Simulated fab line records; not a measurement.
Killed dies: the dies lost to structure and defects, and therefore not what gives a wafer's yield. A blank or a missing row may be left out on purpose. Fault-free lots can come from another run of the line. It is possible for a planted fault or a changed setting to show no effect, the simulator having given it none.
Which tool was responsible? || flow rit cmos || 42 wafers from 14 lots sampled at 3 of the route's 202 steps

WHAT EACH GAUGE READ, for each wafer
RIT_NWELL_TW_MEAS_10. Usual: NWELL_TW typically reads 2135, with standard deviation 10.
{"lot": "L313", "measured": "day 1 21:41", "on": "film metro-03", "NWELL_TW": "2111 2104 2117", "flag": ""}
{"lot": "L314", "measured": "day 2 01:56", "on": "film metro-04", "NWELL_TW": "2132 2134 2143", "flag": ""}
{"lot": "L316", "measured": "day 2 12:25", "on": "film metro-01", "NWELL_TW": "2121 2143 2131", "flag": ""}
{"lot": "L318", "measured": "day 3 01:57", "on": "film metro-01", "NWELL_TW": "2146 2139 2143", "flag": ""}
{"lot": "L319", "measured": "day 3 04:20", "on": "film metro-03", "NWELL_TW": "2129 2132 2130", "flag": ""}
{"lot": "L320", "measured": "day 3 08:07", "on": "film metro-04", "NWELL_TW": "2140 2138 2139", "flag": ""}
{"lot": "L322", "measured": "day 3 17:55", "on": "film metro-03", "NWELL_TW": "2116 2126 2131", "flag": ""}
{"lot": "L326", "measured": "day 4 14:20", "on": "film metro-03", "NWELL_TW": "2139 2126 2123", "flag": ""}
{"lot": "L328", "measured": "day 5 00:24", "on": "film metro-01", "NWELL_TW": "2135 2141 2145", "flag": ""}
{"lot": "L330", "measured": "day 5 12:49", "on": "film metro-01", "NWELL_TW": "2220 2213 2212", "flag": "OFF"}
{"lot": "L331", "measured": "day 5 17:11", "on": "film metro-01", "NWELL_TW": "2219 2195 2213", "flag": "OFF"}
{"lot": "L333", "measured": "day 6 02:43", "on": "film metro-01", "NWELL_TW": "2131 2150 2143", "flag": ""}
{"lot": "L334", "measured": "day 6 06:30", "on": "film metro-04", "NWELL_TW": "2141 2132 2132", "flag": ""}
{"lot": "L335", "measured": "day 6 11:47", "on": "film metro-04", "NWELL_TW": "2133 2150 2130", "flag": ""}

RIT_WELLDRIVE_RS_MEAS_01: a four-point-probe measurement. Usual: NWELL_RS typically reads 275.3 ohm/sq, with standard deviation 0.81.
{"lot": "L313", "measured": "day 2 04:24", "on": "film metro-04", "NWELL_RS (ohm/sq)": "275.7 275.9 275.5", "flag": ""}
{"lot": "L314", "measured": "day 2 08:56", "on": "film metro-04", "NWELL_RS (ohm/sq)": "275.7 275.0 274.9", "flag": ""}
{"lot": "L316", "measured": "day 2 19:32", "on": "film metro-04", "NWELL_RS (ohm/sq)": "274.6 273.9 274.2", "flag": ""}
{"lot": "L318", "measured": "day 3 09:08", "on": "film metro-04", "NWELL_RS (ohm/sq)": "275.6 274.3 274.6", "flag": ""}
{"lot": "L319", "measured": "day 3 11:03", "on": "film metro-04", "NWELL_RS (ohm/sq)": "273.5 274.4 273.3", "flag": ""}
{"lot": "L320", "measured": "day 3 14:48", "on": "film metro-04", "NWELL_RS (ohm/sq)": "275.0 275.2 274.3", "flag": ""}
{"lot": "L322", "measured": "day 4 00:44", "on": "film metro-04", "NWELL_RS (ohm/sq)": "275.9 274.4 274.4", "flag": ""}
{"lot": "L326", "measured": "day 4 21:24", "on": "film metro-04", "NWELL_RS (ohm/sq)": "274.7 274.9 275.2", "flag": ""}
{"lot": "L328", "measured": "day 5 09:21", "on": "film metro-04", "NWELL_RS (ohm/sq)": "276.9 275.9 276.5", "flag": ""}
{"lot": "L330", "measured": "day 5 19:41", "on": "film metro-03", "NWELL_RS (ohm/sq)": "259.8 259.9 259.8", "flag": "OFF"}
{"lot": "L331", "measured": "day 6 00:01", "on": "film metro-04", "NWELL_RS (ohm/sq)": "259.1 259.5 259.5", "flag": "OFF"}
{"lot": "L333", "measured": "day 6 09:46", "on": "film metro-01", "NWELL_RS (ohm/sq)": "274.7 275.4 274.9", "flag": ""}
{"lot": "L334", "measured": "day 6 13:59", "on": "film metro-04", "NWELL_RS (ohm/sq)": "275.5 276.9 276.7", "flag": ""}
{"lot": "L335", "measured": "day 6 19:02", "on": "film metro-04", "NWELL_RS (ohm/sq)": "275.1 276.2 274.9", "flag": ""}

WHAT TOOL EACH LOT RAN ON (gives the tool, then ch and the chambers of the sampled wafers, and finally the start)
{"lot": "L313", "RIT_NWELL_IMPLANT_08": "implanter-04 ch 0, day 1 21:23"}
{"lot": "L314", "RIT_NWELL_IMPLANT_08": "implanter-01 ch 0, day 2 01:37"}
{"lot": "L316", "RIT_NWELL_IMPLANT_08": "implanter-01 ch 0, day 2 12:05"}
{"lot": "L318", "RIT_NWELL_IMPLANT_08": "implanter-01 ch 0, day 3 01:38"}
{"lot": "L319", "RIT_NWELL_IMPLANT_08": "implanter-01 ch 0, day 3 04:02"}
{"lot": "L320", "RIT_NWELL_IMPLANT_08": "implanter-04 ch 0, day 3 07:47"}
{"lot": "L322", "RIT_NWELL_IMPLANT_08": "implanter-04 ch 0, day 3 17:37"}
{"lot": "L326", "RIT_NWELL_IMPLANT_08": "implanter-04 ch 0, day 4 14:00"}
{"lot": "L328", "RIT_NWELL_IMPLANT_08": "implanter-01 ch 0, day 5 00:05"}
{"lot": "L330", "RIT_NWELL_IMPLANT_08": "implanter-04 ch 0, day 5 12:29"}
{"lot": "L331", "RIT_NWELL_IMPLANT_08": "implanter-04 ch 0, day 5 16:53"}
{"lot": "L333", "RIT_NWELL_IMPLANT_08": "implanter-01 ch 0, day 6 02:25"}
{"lot": "L334", "RIT_NWELL_IMPLANT_08": "implanter-02 ch 0, day 6 06:13"}
{"lot": "L335", "RIT_NWELL_IMPLANT_08": "implanter-01 ch 0, day 6 11:27"}
- RIT_NWELL_IMPLANT_08

AS READ BY THE TOOLS THEMSELVES (means over the sampled wafers that have a number; for cases with no such wafer, the mark the record gives instead)
RIT_NWELL_IMPLANT_08. Usual: dose ions cm2 5e+13, standard deviation 6.2e+10; faraday current uA 158.4, standard deviation 3.
{"lot": "L313", "tool": "implanter-04", "dose ions cm2": 5e+13, "faraday current uA": 156.5, "flag": ""}
{"lot": "L314", "tool": "implanter-01", "dose ions cm2": 5e+13, "faraday current uA": 158.0, "flag": ""}
{"lot": "L316", "tool": "implanter-01", "dose ions cm2": 5e+13, "faraday current uA": 159.7, "flag": ""}
{"lot": "L318", "tool": "implanter-01", "dose ions cm2": 5e+13, "faraday current uA": 159.1, "flag": ""}
{"lot": "L319", "tool": "implanter-01", "dose ions cm2": 5e+13, "faraday current uA": 157.5, "flag": ""}
{"lot": "L320", "tool": "implanter-04", "dose ions cm2": 5e+13, "faraday current uA": 160.4, "flag": ""}
{"lot": "L322", "tool": "implanter-04", "dose ions cm2": 5e+13, "faraday current uA": 156.7, "flag": ""}
{"lot": "L326", "tool": "implanter-04", "dose ions cm2": 5e+13, "faraday current uA": 158.8, "flag": ""}
{"lot": "L328", "tool": "implanter-01", "dose ions cm2": 5e+13, "faraday current uA": 159.4, "flag": ""}
{"lot": "L330", "tool": "implanter-04", "dose ions cm2": 5e+13, "faraday current uA": 177.1, "flag": "OFF"}
{"lot": "L331", "tool": "implanter-04", "dose ions cm2": 6e+13, "faraday current uA": 173.1, "flag": "OFF"}
{"lot": "L333", "tool": "implanter-01", "dose ions cm2": 5e+13, "faraday current uA": 158.3, "flag": ""}
{"lot": "L334", "tool": "implanter-02", "dose ions cm2": 5e+13, "faraday current uA": 157.6, "flag": ""}
{"lot": "L335", "tool": "implanter-01", "dose ions cm2": 5e+13, "faraday current uA": 156.3, "flag": ""}

THE ANSWER, worked out from the rows above alone
Rule: lot off if the mean of its wafers having a number is beyond 3 standard deviations from the usual mean. Also off: a lot with no number at a reading for which 4 or more lots have one. All remaining lots with rows at the step are treated as sound. After the gauges, taken in route order, come the tools' own readings; for these a lot's mean is taken, as printed above. The first step at which some lot is off is used, and at that step the reading that is off furthest; a lot without a number counts as furthest.
Off: L330, L331, seen at RIT_NWELL_TW_MEAS_10 (NWELL_TW).
If a tool, at a process step before that reading, ran all the lots that are off and no sound lot after the first of them, it fits. The gauges at RIT_NWELL_TW_MEAS_10 aren't tried: what is off there is off at RIT_WELLDRIVE_RS_MEAS_01 too, on other tools, and a gauge's error can't cause that. One fits: RIT_NWELL_IMPLANT_08 on implanter-04. A fault onset in the window from L326 (day 4 14:00, its last sound lot) to L330 (day 5 12:29, its first lot off) fits.
The tool's own readings at RIT_NWELL_IMPLANT_08 bear it out: on the lots that are off they differ by more than 5 times the standard deviation of the sound lots' means. dose ions cm2 reads 6e+13 there against 5e+13 on the sound lots; faraday current uA reads 175.1 there against 158.2 on the sound lots.

WHAT THE SIMULATOR HAD PUT IN
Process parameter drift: implanter-04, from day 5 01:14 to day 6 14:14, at RIT_NWELL_IMPLANT_08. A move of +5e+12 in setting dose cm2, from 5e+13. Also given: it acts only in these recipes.
Shown lots that were struck: L330, L331. The rule given above showed the same thing.
